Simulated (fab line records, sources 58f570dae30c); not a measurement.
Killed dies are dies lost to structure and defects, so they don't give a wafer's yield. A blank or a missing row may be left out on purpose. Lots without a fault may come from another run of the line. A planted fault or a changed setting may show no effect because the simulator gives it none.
Which tool did it? | flow berkeley_cmos170 | 15 lots, 45 wafers sampled, at 2 steps of a route of 331

WHAT THE GAUGES READ, wafer by wafer
UCB170_SPACER_THK_MEAS_01. Usual: SPACER_TEOS_THK 375 nm, standard deviation 4.7.
lot  | measured     | on            | SPACER_TEOS_THK (nm) | flag
L458 | day 7 05:51  | film_metro-04 | 373 389 385          |
L459 | day 7 06:34  | film_metro-04 | 375 380 386          |
L462 | day 7 14:56  | film_metro-04 | 372 377 382          |
L460 | day 7 15:48  | film_metro-04 | 376 372 380          |
L461 | day 7 16:07  | film_metro-02 | 374 381 382          |
L463 | day 8 13:10  | film_metro-04 | 740 751 746          | OFF
L464 | day 8 13:28  | film_metro-04 | 374 377 382          |
L466 | day 8 23:31  | film_metro-04 | 736 755 744          | OFF
L468 | day 9 23:43  | film_metro-04 | 742 747 755          | OFF
L473 | day 10 08:34 | film_metro-02 | 375 381 382          |
L472 | day 10 08:46 | film_metro-04 | 369 374 373          |
L478 | day 11 14:41 | film_metro-04 | 365 366 378          |
L479 | day 11 14:59 | film_metro-02 | 373 378 379          |
L476 | day 11 15:20 | film_metro-03 | 372 374 375          |
L480 | day 12 08:17 | film_metro-04 | 371 373 374          |

WHICH TOOL RAN EACH LOT (tool, then ch and the chambers of the sampled wafers, then the start)
lot  | UCB170_SPACER_CVD_00
L458 | pecvd-02 ch 0,1, day 7 05:47
L459 | pecvd-02 ch 1,2, day 7 06:31
L462 | pecvd-02 ch 0,1, day 7 14:54
L460 | pecvd-03 ch 0,2, day 7 15:46
L461 | pecvd-01 ch 1,2, day 7 16:04
L463 | pecvd-03 ch 1,2, day 8 12:53
L464 | pecvd-02 ch 1,2, day 8 13:25
L466 | pecvd-03 ch 1,2, day 8 23:14
L468 | pecvd-03 ch 1,2, day 9 23:20
L473 | pecvd-01 ch 0,1,2, day 10 08:31
L472 | pecvd-03 ch 1,2, day 10 08:43
L478 | pecvd-02 ch 0,1,2, day 11 14:38
L479 | pecvd-03 ch 0,1, day 11 14:55
L476 | pecvd-02 ch 0,1,2, day 11 15:18
L480 | pecvd-01 ch 0,1,2, day 12 08:14
- UCB170_SPACER_CVD_00: deposits SiO2 from TEOS/O2, target thk 376 nm, time 47 s.

WHAT THE TOOLS THEMSELVES READ (means of the sampled wafers that have a number; where no wafer has one, the mark that the record gives instead)
UCB170_SPACER_CVD_00. Usual: heater_power_w 280 W, standard deviation 55.
lot  | tool     | heater_power_w (W) | flag
L458 | pecvd-02 | 224                |
L459 | pecvd-02 | 327                |
L462 | pecvd-02 | 240                |
L460 | pecvd-03 | 308                |
L461 | pecvd-01 | 320                |
L463 | pecvd-03 | 245                |
L464 | pecvd-02 | 305                |
L466 | pecvd-03 | 221                |
L468 | pecvd-03 | 280                |
L473 | pecvd-01 | 299                |
L472 | pecvd-03 | 244                |
L478 | pecvd-02 | 262                |
L479 | pecvd-03 | 293                |
L476 | pecvd-02 | 269                |
L480 | pecvd-01 | 349                |

THE ANSWER, worked out from the rows above alone
Rule: a lot is off if the mean of its wafers that have a number lies more than 3 standard deviations from the usual mean. A lot without any number at a reading at which 4 lots or more have one is off too. The other lots that the step has rows for count as sound. The gauges are gone through in route order, then the tools' own readings, and for those a lot's mean is taken as printed above. The first step at which some lot is off is used, and at that step the reading that is off furthest; a lot without a number counts as furthest.
Off: L463, L466, L468, at UCB170_SPACER_THK_MEAS_01 (SPACER_TEOS_THK).
A tool fits if, at a process step before that reading, it ran every lot that is off, and no sound lot after the first of them. The gauges at UCB170_SPACER_THK_MEAS_01 are tried like those tools. None of those tried fits.

WHAT THE SIMULATOR HAD PUT IN
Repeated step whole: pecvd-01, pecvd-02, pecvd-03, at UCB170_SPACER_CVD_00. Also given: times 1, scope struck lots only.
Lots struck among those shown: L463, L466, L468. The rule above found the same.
